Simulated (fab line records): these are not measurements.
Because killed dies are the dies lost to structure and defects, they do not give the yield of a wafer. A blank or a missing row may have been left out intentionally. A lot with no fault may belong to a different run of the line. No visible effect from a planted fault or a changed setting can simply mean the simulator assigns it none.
Check for tools in common    flow rit_cmos    39 wafers sampled across 13 lots

REASON IT WAS OPENED
Of 13 lots, 1 have the reading PSD_RS flagged at RIT_SDANNEAL_RS_MEAS_04. No-fault wafers: 115.55 ohm/sq, standard deviation 0.27.
Rule: a lot is flagged in two cases, either no wafer of it has a number, or all its wafers with numbers fall more than 4 standard deviations from that mean. All remaining lots are regarded as sound.

lot   measured     on             PSD_RS (ohm/sq), wafer by wafer  flag
L876  day 3 01:20  film_metro-03  115.61 115.74 115.66             
L877  day 3 07:20  film_metro-03  115.45 115.33 115.56             
L878  day 3 10:53  film_metro-01  116.06 115.57 115.67             
L879  day 3 18:05  film_metro-01  115.69 115.61 115.64             
L880  day 4 02:06  film_metro-02  115.03 115.15 114.93             
L881  day 4 08:57  film_metro-01  115.38 115.47 115.64             
L882  day 4 14:05  film_metro-03  115.19 115.16 115.60             
L883  day 4 17:14  film_metro-02  115.58 115.56 115.51             
L885  day 5 07:02  film_metro-01  96.32 96.11 96.11                FLAGGED
L890  day 6 02:13  film_metro-02  115.76 115.80 115.83             
L892  day 6 08:52  film_metro-01  115.26 115.29 115.18             
L894  day 6 20:51  film_metro-01  115.44 115.58 115.88             
L896  day 7 05:16  film_metro-02  115.05 115.87 115.47             
The numbers of the flagged lots are 96.18 ohm/sq on average: -19.37 ohm/sq against the usual, or -72 standard deviations.

WHICH TOOL EACH LOT WENT THROUGH
The record keeps 1 process step preceding the reading, out of 202 steps on the route. In each cell: the tool, then ch and the chambers that the sampled wafers went through, then the start.
lot   flag     RIT_SDANNEAL_RTA_03
L876           rtp_anneal-02 ch 0, day 3 01:15
L877           rtp_anneal-01 ch 0, day 3 07:16
L878           rtp_anneal-02 ch 0, day 3 10:49
L879           rtp_anneal-01 ch 0, day 3 18:01
L880           rtp_anneal-02 ch 0, day 4 02:02
L881           rtp_anneal-01 ch 0, day 4 08:50
L882           rtp_anneal-02 ch 0, day 4 13:59
L883           rtp_anneal-01 ch 0, day 4 17:07
L885  FLAGGED  rtp_anneal-01 ch 0, day 5 06:58
L890           rtp_anneal-02 ch 0, day 6 02:10
L892           rtp_anneal-02 ch 0, day 6 08:47
L894           rtp_anneal-02 ch 0, day 6 20:47
L896           rtp_anneal-02 ch 0, day 7 05:12
What these steps do:
- RIT_SDANNEAL_RTA_03: time 5 s.
- RIT_SDANNEAL_RS_MEAS_04: measures by four-point-probe.

FLAGGED AGAINST TOTAL, ONE TOOL AT A TIME (gauges that did the reading follow at the end)
step                     tool           lots run  flagged  share of the flagged lots  sound lots run after its first flagged lot
RIT_SDANNEAL_RTA_03      rtp_anneal-01  5         1        all                        0
RIT_SDANNEAL_RTA_03      rtp_anneal-02  8         0        none                       -
RIT_SDANNEAL_RS_MEAS_04  film_metro-01  6         1        all                        2 (L892,L894)
RIT_SDANNEAL_RS_MEAS_04  film_metro-02  4         0        none                       -
RIT_SDANNEAL_RS_MEAS_04  film_metro-03  3         0        none                       -

WHAT IS ALLOWED BY THE TABLE
In 2 table rows, all flagged lots were run: rtp_anneal-01 (RIT_SDANNEAL_RTA_03), film_metro-01 (RIT_SDANNEAL_RS_MEAS_04).
- rtp_anneal-01 at RIT_SDANNEAL_RTA_03 ran 5 lots, 1 of them flagged. It ran its last sound lot, L883, at day 4 17:07 and its first flagged lot, L885, at day 5 06:58: a fault with its onset between the two fits.
- film_metro-01 at RIT_SDANNEAL_RS_MEAS_04 ran 6 lots, 1 of them flagged. Sound lots ran on it after the first flagged one (L892, L894), which a lasting fault on the whole tool wouldn't allow.
One tool is left: rtp_anneal-01 at RIT_SDANNEAL_RTA_03.

WHAT WAS PUT IN BY THE SIMULATOR
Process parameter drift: rtp_anneal-01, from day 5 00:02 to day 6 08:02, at RIT_SDANNEAL_RTA_03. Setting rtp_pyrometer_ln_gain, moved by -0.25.
Shown lots that were struck: L885. Same finding as the rule above.
